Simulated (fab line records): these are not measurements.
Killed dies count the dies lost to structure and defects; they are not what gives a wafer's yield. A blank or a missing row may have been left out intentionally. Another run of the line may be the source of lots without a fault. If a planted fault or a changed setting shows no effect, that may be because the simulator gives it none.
The tool behind it: which one? | flow ritCmos | 13 lots with 39 wafers sampled at 3 steps, on a route of 202 steps

## WHAT THE GAUGES SHOWED, per wafer
RIT_PWELL_OVL_MEAS_06.
lot  | measured    | on         | PWELL_OVL (nm)
L683 | day 2 03:07 | overlay-02 | 1.4 0.1 -0.9
L685 | day 2 14:17 | overlay-02 | -2.5 -2.3 -1.5
L688 | day 3 04:05 | overlay-01 | - - -
L689 | day 3 09:42 | overlay-01 | 1.1 0.9 1.5
L692 | day 3 23:56 | overlay-02 | 0.4 1.5 1.5
L696 | day 4 21:30 | overlay-02 | 3.6 3.5 3.9
L698 | day 5 05:56 | overlay-02 | 3.0 3.3 2.8
L699 | day 5 11:25 | overlay-01 | 2.2 2.4 3.1
L700 | day 5 16:43 | overlay-02 | -0.2 -0.2 -1.1
L701 | day 5 21:31 | overlay-01 | -1.9 -1.4 -0.2
L703 | day 6 07:04 | overlay-02 | 0.3 1.2 0.4
L704 | day 6 12:34 | overlay-01 | 4.3 2.5 4.5
L705 | day 6 17:05 | overlay-01 | -0.5 -0.4 -0.3

RIT_PWELL_TW_MEAS_10.
lot  | measured    | on           | PWELL_TW
L683 | day 2 03:44 | filmMetro-03 | 959 956 955
L685 | day 2 14:53 | filmMetro-01 | 941 955 945
L688 | day 3 04:44 | filmMetro-03 | 30 30 30
L689 | day 3 10:20 | filmMetro-04 | 950 958 952
L692 | day 4 00:32 | filmMetro-04 | 953 951 949
L696 | day 4 22:07 | filmMetro-03 | 954 953 953
L698 | day 5 06:40 | filmMetro-01 | 946 955 947
L699 | day 5 12:02 | filmMetro-04 | 951 948 956
L700 | day 5 17:20 | filmMetro-03 | 951 955 952
L701 | day 5 22:07 | filmMetro-01 | 950 953 947
L703 | day 6 07:41 | filmMetro-01 | 945 943 947
L704 | day 6 13:11 | filmMetro-01 | 946 945 947
L705 | day 6 17:42 | filmMetro-04 | 957 959 956

## TOOL THAT RAN EACH LOT (tool first, then ch and the chambers of the sampled wafers, then the start)
lot  | RIT_PWELL_EXPOSE_03
L683 | ilineStepper-01 ch 0, day 2 02:43
L685 | ilineStepper-01 ch 0, day 2 13:52
L688 | ilineStepper-01 ch 0, day 3 03:40
L689 | ilineStepper-02 ch 0, day 3 09:19
L692 | ilineStepper-01 ch 0, day 3 23:30
L696 | ilineStepper-02 ch 0, day 4 21:04
L698 | ilineStepper-01 ch 0, day 5 05:32
L699 | ilineStepper-02 ch 0, day 5 10:51
L700 | ilineStepper-01 ch 0, day 5 16:18
L701 | ilineStepper-01 ch 0, day 5 21:04
L703 | ilineStepper-01 ch 0, day 6 06:35
L704 | ilineStepper-02 ch 0, day 6 12:08
L705 | ilineStepper-01 ch 0, day 6 16:40
- RIT_PWELL_EXPOSE_03: exposes mask M3, target cd 43700 nm.

## WHAT THE TOOLS THEMSELVES READ (means of the sampled wafers that have a number; where no wafer has one, the mark that the record gives instead)
RIT_PWELL_EXPOSE_03.
lot  | tool            | focusOffsetNm (nm)
L683 | ilineStepper-01 | 0.2
L685 | ilineStepper-01 | -0.5
L688 | ilineStepper-01 | 0.5
L689 | ilineStepper-02 | 0.5
L692 | ilineStepper-01 | -0.5
L696 | ilineStepper-02 | -0.4
L698 | ilineStepper-01 | -1.2
L699 | ilineStepper-02 | -0.2
L700 | ilineStepper-01 | 0.2
L701 | ilineStepper-01 | 0.1
L703 | ilineStepper-01 | 0.5
L704 | ilineStepper-02 | -0.1
L705 | ilineStepper-01 | 0.5

## THE ANSWER, worked out from the rows above alone
Rule: usual is defined by the lots themselves. The widest of any qualifying gaps counts: lots, ordered by their means at a reading, are off when they make up no more than a third of the lots, leave a main group of 4 or more, and stand apart from it by 3 or more times the standard deviation of that group's means. A main group is skipped when, at the precision printed for the reading in the tables above, its means are all equal. A lot without any number at a reading at which 4 lots or more have one is off too. Where the step has rows for the other lots, those lots are counted as sound. First the gauges in route order, then the tools' own readings, where a lot's mean is used as printed above. At the first step where some lot is off, the reading lying furthest off is the one used; lots without a number count as furthest.
Off: at RIT_PWELL_OVL_MEAS_06 (PWELL_OVL), L688. Without a number there: L688. The main group has a mean of 1.0 nm with a standard deviation of 1.8.
A tool fits if, at a process step before that reading, it ran every lot that is off, and no sound lot after the first of them. The gauges at RIT_PWELL_OVL_MEAS_06 aren't tried: what is off there is off at RIT_PWELL_TW_MEAS_10 too, on other tools, and a gauge's error can't cause that. Of those tried, none fits.

## WHAT HAD BEEN PUT IN BY THE SIMULATOR
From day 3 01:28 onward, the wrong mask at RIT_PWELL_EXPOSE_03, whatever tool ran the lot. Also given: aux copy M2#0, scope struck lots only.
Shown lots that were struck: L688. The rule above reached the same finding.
